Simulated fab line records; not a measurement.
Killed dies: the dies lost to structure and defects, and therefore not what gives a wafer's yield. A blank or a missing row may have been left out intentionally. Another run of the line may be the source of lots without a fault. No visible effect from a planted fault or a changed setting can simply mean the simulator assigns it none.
What tool caused it? ; flow rit_cmos ; 42 wafers from 14 lots sampled at 4 of the route's 202 steps

WHAT THE GAUGES SHOWED, per wafer
RIT_FOX1_THK_MEAS_01.
lot;measured;on;FOX1_OXIDE_THK (nm)
L405;day 1 17:04;film_metro-01;337 340 337
L406;day 1 22:58;film_metro-02;341 337 339
L407;day 2 02:50;film_metro-04;350 348 347
L408;day 2 07:49;film_metro-04;351 345 348
L409;day 2 12:50;film_metro-01;344 340 339
L410;day 2 19:22;film_metro-01;355 354 352
L411;day 2 23:31;film_metro-04;346 338 345
L412;day 3 04:24;film_metro-04;358 360 362
L422;day 5 06:50;film_metro-01;355 358 355
L423;day 5 11:02;film_metro-02;339 339 339
L424;day 5 16:31;film_metro-04;346 344 353
L425;day 5 23:21;film_metro-01;356 356 361
L426;day 6 02:10;film_metro-04;349 361 357
L427;day 6 06:49;film_metro-02;348 356 351

RIT_FOX2_THK_MEAS_91.
lot;measured;on;FIELD_OXIDE_LEFT_2_THK (nm)
L405;day 2 08:44;film_metro-03;263 258 263
L406;day 2 13:49;film_metro-02;240 239 234
L407;day 2 19:10;film_metro-02;248 245 247
L408;day 2 23:50;film_metro-02;252 254 255
L409;day 3 03:53;film_metro-02;244 242 256
L410;day 3 10:11;film_metro-04;250 251 252
L411;day 3 14:14;film_metro-02;259 251 255
L412;day 3 19:37;film_metro-03;260 260 254
L422;day 5 21:31;film_metro-02;265 265 261
L423;day 6 01:52;film_metro-02;249 253 246
L424;day 6 08:25;film_metro-02;255 255 258
L425;day 6 14:13;film_metro-04;258 257 253
L426;day 6 17:55;film_metro-03;264 264 261
L427;day 6 21:36;film_metro-03;249 252 246

RIT_GATE_THK_MEAS_09.
lot;measured;on;GATE_POLY_THK (nm)
L405;day 2 11:47;film_metro-04;247.6 246.4 249.1
L406;day 2 16:52;film_metro-03;248.8 248.7 245.9
L407;day 2 22:23;film_metro-04;250.5 251.9 251.6
L408;day 3 02:53;film_metro-04;179.6 177.2 180.5
L409;day 3 07:03;film_metro-02;249.1 248.2 247.9
L410;day 3 13:29;film_metro-03;248.0 244.8 244.4
L411;day 3 17:19;film_metro-03;178.5 177.5 178.4
L412;day 3 23:22;film_metro-04;249.2 248.7 246.7
L422;day 6 00:34;film_metro-03;246.0 247.0 247.0
L423;day 6 05:09;film_metro-02;247.7 246.5 245.8
L424;day 6 11:29;film_metro-03;250.6 250.2 249.7
L425;day 6 20:21;film_metro-02;248.3 247.7 247.6
L426;day 7 00:52;film_metro-02;247.2 247.2 245.1
L427;day 7 02:28;film_metro-03;244.6 245.9 245.7

WHICH TOOL RAN EACH LOT (tool, then ch and the chambers of the sampled wafers, then the start)
lot;RIT_GATE_CVD_08
L405;lpcvd-01 ch 1, day 2 10:09
L406;lpcvd-01 ch 1, day 2 15:14
L407;lpcvd-01 ch 0, day 2 20:45
L408;lpcvd-01 ch 1, day 3 01:17
L409;lpcvd-02 ch 1, day 3 05:26
L410;lpcvd-02 ch 1, day 3 11:53
L411;lpcvd-01 ch 0, day 3 15:41
L412;lpcvd-02 ch 1, day 3 21:44
L422;lpcvd-02 ch 0, day 5 22:58
L423;lpcvd-01 ch 0, day 6 03:32
L424;lpcvd-01 ch 1, day 6 09:51
L425;lpcvd-02 ch 1, day 6 17:54
L426;lpcvd-01 ch 1, day 6 23:14
L427;lpcvd-01 ch 0, day 7 00:51
- RIT_GATE_CVD_08: deposits poly-Si from SiH4, target thk 250 nm, time 2220 s.

AS READ BY THE TOOLS THEMSELVES (means over the sampled wafers that have a number; for cases with no such wafer, the mark the record gives instead)
The record holds no such reading with a usual standard deviation.

THE ANSWER, worked out from the rows above alone
Rule: usual is defined by the lots themselves. Put in order of their means at a reading, lots are off if they are a third of the lots or fewer, leave a main group of 4 or more, and stand apart from it by a gap of 3 or more times the standard deviation of the main group's means; of several such gaps the widest counts. A main group is skipped when, at the precision printed for the reading in the tables above, its means are all equal. Also off: a lot with no number at a reading for which 4 or more lots have one. Where the step has rows for the other lots, those lots are counted as sound. First the gauges in route order, then the tools' own readings, where a lot's mean is used as printed above. The first step at which some lot is off is used, and at that step the reading that is off furthest; a lot without a number counts as furthest.
Off: L408, L411, at RIT_GATE_THK_MEAS_09 (GATE_POLY_THK). For the main group the mean is 247.7 nm and the standard deviation 1.7.
If a tool, at a process step before that reading, ran all the lots that are off and no sound lot after the first of them, it fits. Those tools and the gauges at RIT_GATE_THK_MEAS_09 are tried in the same way. No candidate that was tried fits.

WHAT THE SIMULATOR HAD PUT IN
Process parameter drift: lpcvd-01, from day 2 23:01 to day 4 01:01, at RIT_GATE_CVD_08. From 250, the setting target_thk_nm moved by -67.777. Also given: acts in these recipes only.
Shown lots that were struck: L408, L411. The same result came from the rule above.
